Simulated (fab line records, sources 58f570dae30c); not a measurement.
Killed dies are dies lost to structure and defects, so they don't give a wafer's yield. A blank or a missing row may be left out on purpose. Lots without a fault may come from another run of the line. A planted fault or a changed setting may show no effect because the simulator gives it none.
One fault seen from 2 desks | flow berkeley_cmos170 | each desk has only its own numbers; what lay behind them comes last

THE TOOL OWNER'S DESK: litho_track-03
The tool's own readings at UCB170_PVT_COAT_01 (resist thk 900 nm): means of the sampled wafers that have a number, for each lot that ran on this tool. A lot is out of limits, marked OUT, if its mean lies more than 4 standard deviations from the usual mean; the brackets give that distance.
Columns: A = spin_speed_rpm at UCB170_PVT_COAT_01, usual 1500.2 rpm
lot  | first seen here | A
L307 | day 6 06:23     | 1499.6
L314 | day 7 22:27     | 1499.6
L318 | day 8 20:13     | 1500.4
L320 | day 9 09:57     | 1546.0 (+51) OUT
L322 | day 9 22:29     | 1546.7 (+52) OUT
L321 | day 10 08:18    | 1545.9 (+51) OUT
This desk's finding: out of limits on L320, L321, L322; first on L320, day 9 09:57 (spin_speed_rpm at UCB170_PVT_COAT_01). In limits: L307, L314, L318.

THE METROLOGY DESK
What the gauges read, lot by lot, whatever tool the lot ran on: means of the sampled wafers that have a number. A lot is out of limits, marked OUT, if its mean lies more than 4 standard deviations from the usual mean; the brackets give that distance.
Columns: A = NVT_TW at UCB170_NVT_TW_MEAS_09, usual 528; B = PSD_TW at UCB170_PSD_TW_MEAS_10, usual 2331
lot  | first seen here | A   | B
L305 | day 5 23:43     | 521 | 2314
L307 | day 6 05:38     | 529 | 2320
L311 | day 7 04:20     | 527 | 2332
L314 | day 7 21:44     | 521 | 2322
L312 | day 7 21:52     | 527 | 2347
L313 | day 7 22:02     | 531 | 2314
L316 | day 8 19:26     | 531 | 2319
L318 | day 8 19:37     | 524 | 2330
L320 | day 9 07:36     | 530 | 2355
L322 | day 9 22:06     | 531 | 2323
L324 | day 10 07:27    | 528 | 2331
L321 | day 10 07:41    | 528 | 2343
L325 | day 10 13:31    | 528 | 2314
L328 | day 11 06:22    | 530 | 2304
L326 | day 11 06:50    | 529 | 2359
This desk's finding: nothing out of limits on any of the 15 lots.

PUT TOGETHER
The tool owner's desk could have raised an alarm at day 9 09:57, on L320, L321, L322.
The metrology desk saw nothing out of limits.
The metrology desk has L320, L321, L322 on record, within its limits.
Of the lots named, all ran UCB170_PVT_COAT_01 on litho_track-03.

WHAT THE SIMULATOR HAD PUT IN
Process parameter drift: litho_track-03, from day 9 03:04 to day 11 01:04, at UCB170_PVT_COAT_01. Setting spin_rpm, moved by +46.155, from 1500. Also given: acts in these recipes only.
Lots struck among those shown: L320, L321, L322.
Hours from the fault's start to each desk's first reading out of limits: the tool owner's desk, 7.
